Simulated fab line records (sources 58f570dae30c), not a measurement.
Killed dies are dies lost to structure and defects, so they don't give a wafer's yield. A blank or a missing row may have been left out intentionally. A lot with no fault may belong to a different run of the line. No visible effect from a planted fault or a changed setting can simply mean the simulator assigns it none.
Shared-tool check -- flow berkeley_cmos170 -- Sample size 15 lots and 45 wafers

== REASON FOR OPENING ==
Of 15 lots, 3 have the reading PLDD_RS flagged at UCB170_SDANNEAL_RS_MEAS_04. No-fault wafers: 1031.5 ohm/sq, standard deviation 2.9.
Rule: a lot gets a flag if all its wafers with a number sit over 4 standard deviations from that mean, or if no wafer of it has a number. All remaining lots are regarded as sound.

lot,measured,on,"PLDD_RS (ohm/sq), wafer by wafer",flag
L546,day 6 16:43,film_metro-03,1036.3 1034.8 1035.8,
L547,day 6 16:58,film_metro-02,1027.2 1028.3 1032.6,
L548,day 7 02:10,film_metro-02,1027.5 1031.3 1028.7,
L550,day 7 13:35,film_metro-03,1035.0 1033.7 1033.2,
L551,day 7 13:54,film_metro-01,1032.3 1028.6 1031.4,
L549,day 7 14:17,film_metro-03,1029.8 1026.5 1030.1,
L552,day 8 13:50,film_metro-03,1032.3 1029.6 1030.6,
L553,day 8 14:04,film_metro-01,1035.2 1033.9 1032.3,
L554,day 8 14:16,film_metro-02,1030.7 1027.6 1031.9,
L556,day 8 18:10,film_metro-01,1124.9 1120.3 1107.7,FLAGGED
L555,day 8 18:32,film_metro-03,1069.7 1059.8 1043.7,FLAGGED
L560,day 9 19:16,film_metro-01,1028.8 1027.3 1028.1,
L562,day 10 04:37,film_metro-03,1096.2 1054.5 1055.0,FLAGGED
L567,day 11 10:07,film_metro-02,1031.6 1032.2 1032.6,
L566,day 11 13:38,film_metro-02,1030.4 1034.0 1027.0,
The mean of the flagged lots' numbers is 1081.3 ohm/sq, +49.8 ohm/sq from the usual (+17 standard deviations).

== WHICH TOOL RAN EACH LOT ==
The record keeps 1 process step preceding the reading, out of 331 steps on the route. Cell contents, in order: the tool; ch with the chambers the sampled wafers went through; the start.
lot,flag,UCB170_SPACER_ANNEAL_02
L546,,"furnace-01 ch 0, day 6 10:39"
L547,,"furnace-01 ch 0, day 6 10:39"
L548,,"furnace-02 ch 0, day 6 18:09"
L550,,"furnace-01 ch 0, day 7 06:04"
L551,,"furnace-01 ch 0, day 7 06:04"
L549,,"furnace-01 ch 0, day 7 06:04"
L552,,"furnace-01 ch 0, day 8 06:55"
L553,,"furnace-01 ch 0, day 8 06:55"
L554,,"furnace-01 ch 0, day 8 06:55"
L556,FLAGGED,"furnace-01 ch 0, day 8 12:22"
L555,FLAGGED,"furnace-01 ch 0, day 8 12:22"
L560,,"furnace-03 ch 0, day 9 11:49"
L562,FLAGGED,"furnace-01 ch 0, day 9 21:25"
L567,,"furnace-03 ch 0, day 11 03:59"
L566,,"furnace-03 ch 0, day 11 03:59"
What these steps do:
- UCB170_SPACER_ANNEAL_02: time 1800 s.
- UCB170_SDANNEAL_RS_MEAS_04: measures by four-point-probe.

== FLAGGED AGAINST TOTAL, ONE TOOL AT A TIME (gauges that did the reading follow at the end) ==
step,tool,lots run,flagged,share of the flagged lots,sound lots run after its first flagged lot
UCB170_SPACER_ANNEAL_02,furnace-01,11,3,all,0
UCB170_SPACER_ANNEAL_02,furnace-02,1,0,none,-
UCB170_SPACER_ANNEAL_02,furnace-03,3,0,none,-
UCB170_SDANNEAL_RS_MEAS_04,film_metro-01,4,1,some,1 (L560)
UCB170_SDANNEAL_RS_MEAS_04,film_metro-02,5,0,none,-
UCB170_SDANNEAL_RS_MEAS_04,film_metro-03,6,2,some,0

== WHAT IS ALLOWED BY THE TABLE ==
All flagged lots share 1 row of the table, namely furnace-01 at UCB170_SPACER_ANNEAL_02.
- furnace-01 at UCB170_SPACER_ANNEAL_02 ran 11 lots, 3 of them flagged. It ran its last sound lot, L552, at day 8 06:55 and its first flagged lot, L555, at day 8 12:22: a fault with its onset between the two fits. Its own readings (spike_tc_centre_C) fall more than 4 standard deviations out on all wafers of the flagged lots.
One tool is left: furnace-01 at UCB170_SPACER_ANNEAL_02.

== WHAT THE SIMULATOR HAD PUT IN ==
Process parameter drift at UCB170_SPACER_ANNEAL_02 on furnace-01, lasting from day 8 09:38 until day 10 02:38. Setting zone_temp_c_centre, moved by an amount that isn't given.
Lots struck among those shown: L556, L555, L562. Same finding as the rule above.
